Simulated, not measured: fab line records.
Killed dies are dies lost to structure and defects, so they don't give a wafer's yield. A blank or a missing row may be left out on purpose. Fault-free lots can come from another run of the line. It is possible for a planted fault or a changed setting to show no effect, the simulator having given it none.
A struck lot beside a sound one    flow berkeley-cmos170    14 steps out of a route of 331
Sound: these wafers, L139.3, L139.5, L139.6. Wafers L133.2, L133.3, L133.6 were the ones struck. The cause is named last.
Order at every step that has rows: each side's tool, ch and its chambers, its first start. Under that, the readings that differ: sound wafers    struck wafers    difference of the means    sigmas: that difference in standard deviations of wafers without a fault.
alike: readings whose means differ by less than 2 such deviations, and words and numbers that are the same on both sides. not compared: withheld readings, readings that some wafer has no value for, bounds like >300 that may hide the same value, and numbers for which the record gives no deviation and whose values overlap.
The two part at a step that has a row with sigmas, a row that says differs or no value, or rows on one side only. Non-overlapping numbers with no deviation appear without sigmas and do not part them. A reading missing from all wafers of one side parts the sides only when that side holds two or more wafers.

UCB170_M2_CD_MEAS_90 targets a cd of 700 nm.
  struck on cd-sem-01, day 10 20:08; sound on cd-sem-02, day 11 05:34
  alike: cd-nm
UCB170_V2_CVD_00: deposits SiO2 from TEOS/O2, target thk 2000 nm, time 250 s.
  sound on pecvd-02 ch 1,2, day 11 05:43; struck on pecvd-03 ch 1,2, day 10 20:14
  alike: heater-power-w
UCB170_V2_THK_MEAS_01:
  struck on film-metro-02, day 10 20:23; sound on film-metro-01, day 11 05:53
  alike: V2_TEOS_THK
UCB170_V2_CMP_02: polishes SiO2.
  sound on cmp-01 ch 0,2,3, day 11 06:02; struck on cmp-02 ch 1,2,3, day 10 20:29
  alike: motor-current-A
UCB170_V2_BOW_MEAS_03:
  struck on film-metro-03, day 10 20:46; sound on film-metro-03, day 11 06:16
  alike: V2_BOW
UCB170_V2_THK_MEAS_04:
  struck on film-metro-03, day 10 20:52; sound on film-metro-03, day 11 06:22
  alike: V2_POLISHED_THK
then, 6 steps without rows for these wafers: UCB170_V2_CLEAN_05 (cleans in DIW); UCB170_V2_HMDS_06 (prime time 60 s); UCB170_V2_COAT_07 (resist thk 900 nm); UCB170_V2_SOFTBAKE_08 (time 60 s); UCB170_V2_EXPOSE_09 (exposes mask VIA2, target cd 700 nm); UCB170_V2_PEB_10.
UCB170_V2_DEVELOP_11: develop time 45 s.
  struck on litho-track-03, day 10 21:00; sound on litho-track-01 ch 0, day 11 07:00
  no value came back on the struck wafers for chill-plate-temp-C (C), develop-time-s (s); on the sound wafers chill-plate-temp-C (C) reads 23.17 23.00 23.13
reading                              sound            struck           difference  sigmas
model.KrF_of_V2_COAT_07.thk-nm (nm)  883.9 882.1 882  896 898.3 896.4  +14         
UCB170_V2_CD_MEAS_12 targets a cd of 700 nm.
  struck on cd-sem-02, day 10 22:05; sound on cd-sem-01, day 11 07:49
reading     sound              struck  difference                     sigmas
cd-nm (nm)  701.9 701.4 700.1  - - -   no value on the struck wafers  

== WHERE THEY PART ==
First at UCB170_V2_DEVELOP_11; last, within this record, at UCB170_V2_CD_MEAS_12.

WHY: whatever the simulator had introduced
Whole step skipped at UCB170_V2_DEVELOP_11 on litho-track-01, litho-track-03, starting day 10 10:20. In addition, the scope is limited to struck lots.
